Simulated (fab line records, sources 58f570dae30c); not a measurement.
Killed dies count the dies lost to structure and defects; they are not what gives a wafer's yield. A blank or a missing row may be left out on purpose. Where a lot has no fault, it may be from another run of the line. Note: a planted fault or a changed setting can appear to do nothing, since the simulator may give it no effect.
2 desks looking at one fault | flow berkeley_cmos170 | each desk holds nothing but its own numbers, with what lay behind them at the end

== AT THE METROLOGY DESK ==
Lot by lot, what the gauges showed, no matter which tool ran the lot: averages of those sampled wafers that carry a number. If a lot's mean is further than 4 standard deviations from the usual mean, the lot is out of limits and carries the mark OUT (the distance appears in the brackets).
Columns: A = V1_BOW at UCB170_V1_BOW_MEAS_03, usual 18 um; B = M2_AL_RS at UCB170_M2_RS_MEAS_02, usual 0.0322 ohm/sq; C = M2_AL_THK at UCB170_M2_THK_MEAS_03, usual 896 nm
lot  | first seen here | A  | B      | C
L354 | day 7 07:55     | 13 | 0.0325 | 874
L356 | day 7 07:57     | 18 | 0.0319 | 913
L355 | day 7 08:13     | 23 | 0.0321 | 896
L363 | day 9 12:30     | 17 | 0.0321 | 896
L362 | day 9 12:47     | 17 | 0.0313 | 914
L367 | day 10 01:09    | 21 | 0.0317 | 909
L368 | day 10 07:11    | 16 | 0.0324 | 889
L370 | day 10 21:49    | 21 | 0.0319 | 909
L371 | day 11 12:45    | 18 | 0.0321 | 898
L374 | day 11 19:37    | 18 | 0.0327 | 889
L375 | day 11 19:38    | 17 | 0.0317 | 912
L376 | day 12 14:42    | 22 | 0.0321 | 895
L377 | day 12 15:18    | 13 | 0.0320 | 900
This desk's finding: nothing out of limits on any of the 13 lots.

== THE TOOL OWNER'S DESK: pvd_sputter-04 ==
The tool's own readings at UCB170_M2_SPUTTER_01 (material Al, target thk 900 nm, time 120 s): means of the sampled wafers that have a number, for each lot that ran on this tool. If a lot's mean is further than 4 standard deviations from the usual mean, the lot is out of limits and carries the mark OUT (the distance appears in the brackets).
Columns: A = throttle_valve_pct at UCB170_M2_SPUTTER_01, usual 30.3 %
lot  | first seen here | A
L355 | day 7 10:40     | 30.7
L363 | day 9 14:50     | 31.4
L362 | day 9 15:07     | 30.6
L376 | day 12 16:40    | 30.0
L377 | day 12 17:31    | 30.0
This desk's finding: nothing out of limits on any of the 5 lots.

== BROUGHT TOGETHER ==
Nothing out of limits was seen by the metrology desk.
The tool owner's desk saw nothing out of limits.

== WHAT THE SIMULATOR HAD INSERTED ==
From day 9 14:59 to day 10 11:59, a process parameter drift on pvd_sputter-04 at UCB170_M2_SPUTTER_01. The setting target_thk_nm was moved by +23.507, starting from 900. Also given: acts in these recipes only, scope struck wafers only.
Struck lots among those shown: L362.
